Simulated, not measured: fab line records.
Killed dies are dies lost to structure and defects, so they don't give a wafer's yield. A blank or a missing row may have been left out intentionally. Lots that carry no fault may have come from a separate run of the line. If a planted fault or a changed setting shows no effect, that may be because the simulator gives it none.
A sampling plan put to the test -- flow berkeley-cmos170 -- one fab line, 9 faults that these records tell of, each judged on the records of the lots that it struck
The plan is the line's own looks: the steps of the route at which a gauge or an inspection reads the wafer and doesn't change it. A look can be judged if struck wafers have a number there and the file gives its usual mean and standard deviation on fault-free wafers. Caught: at a look after the fault's first step, the mean of the struck wafers lies 4 or more of those standard deviations (sigma) from the usual mean. On the tool: the fault's steps, tested the same way using the tool's own readings. If the struck wafers alone have a blank record, or they carry another recipe, that too counts as caught.

== THE FAULTS, as the simulator had put them in ==
1. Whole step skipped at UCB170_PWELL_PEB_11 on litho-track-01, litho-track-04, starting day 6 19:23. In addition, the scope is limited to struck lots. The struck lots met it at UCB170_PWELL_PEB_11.
2. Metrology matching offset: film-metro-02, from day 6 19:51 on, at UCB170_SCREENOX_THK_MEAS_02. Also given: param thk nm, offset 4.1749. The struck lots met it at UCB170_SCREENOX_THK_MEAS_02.
3. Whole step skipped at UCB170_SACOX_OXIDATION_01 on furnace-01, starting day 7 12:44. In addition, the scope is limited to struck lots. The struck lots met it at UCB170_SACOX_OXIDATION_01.
4. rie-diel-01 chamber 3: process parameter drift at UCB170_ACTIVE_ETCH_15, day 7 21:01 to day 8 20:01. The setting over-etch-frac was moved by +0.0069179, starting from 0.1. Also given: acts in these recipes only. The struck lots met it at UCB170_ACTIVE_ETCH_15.
5. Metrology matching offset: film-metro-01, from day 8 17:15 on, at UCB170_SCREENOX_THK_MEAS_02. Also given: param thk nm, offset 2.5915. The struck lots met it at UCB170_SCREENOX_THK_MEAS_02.
6. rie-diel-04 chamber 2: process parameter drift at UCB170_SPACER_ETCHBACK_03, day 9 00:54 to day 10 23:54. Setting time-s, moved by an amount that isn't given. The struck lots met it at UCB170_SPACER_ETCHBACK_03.
7. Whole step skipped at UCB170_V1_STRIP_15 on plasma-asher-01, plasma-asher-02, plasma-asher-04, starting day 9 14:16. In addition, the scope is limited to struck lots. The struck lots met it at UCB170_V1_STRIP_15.
8. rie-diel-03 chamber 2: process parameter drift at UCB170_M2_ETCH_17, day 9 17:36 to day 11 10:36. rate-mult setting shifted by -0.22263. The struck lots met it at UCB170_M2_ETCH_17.
9. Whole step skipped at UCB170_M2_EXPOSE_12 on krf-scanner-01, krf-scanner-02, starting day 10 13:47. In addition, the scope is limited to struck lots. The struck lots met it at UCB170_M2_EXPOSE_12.

== WHAT THE PLAN SAW ==
fault,on the tool itself,first look that catches it,"reading, sigma",median hours from its first step to that look,hours from the fault's start to the first struck lot there,judged looks passed uncaught
1,the tool's record is blank for the struck wafers,no look after it can be judged,-,-,-,0
2,SCREENOX_OXIDE_THK +17 sigma,no look after it can be judged,-,-,-,0
3,the tool's record is blank for the struck wafers,no look after it can be judged,-,-,-,0
4,under 2 sigma,no look after it can be judged,-,-,-,0
5,SCREENOX_OXIDE_THK +10 sigma,none of the 2 looks that can be judged after it,-,-,-,2
6,run-length-s -83 sigma,no look after it can be judged,-,-,-,0
7,the tool's record is blank for the struck wafers,no look after it can be judged,-,-,-,0
8,oes-product-au -9.8 sigma,no look after it can be judged,-,-,-,0
9,no reading that can be judged,no look after it can be judged,-,-,-,0
A dash: the fault isn't caught, or these records don't give the number.

Caught at a look: 0 of 9. Caught on the tool: 7 of 9. By one or the other: 7 of 9.
On the tool alone, faults 1, 2, 3, 5, 6, 7, 8 were caught.
Caught by neither: faults 4, 9.
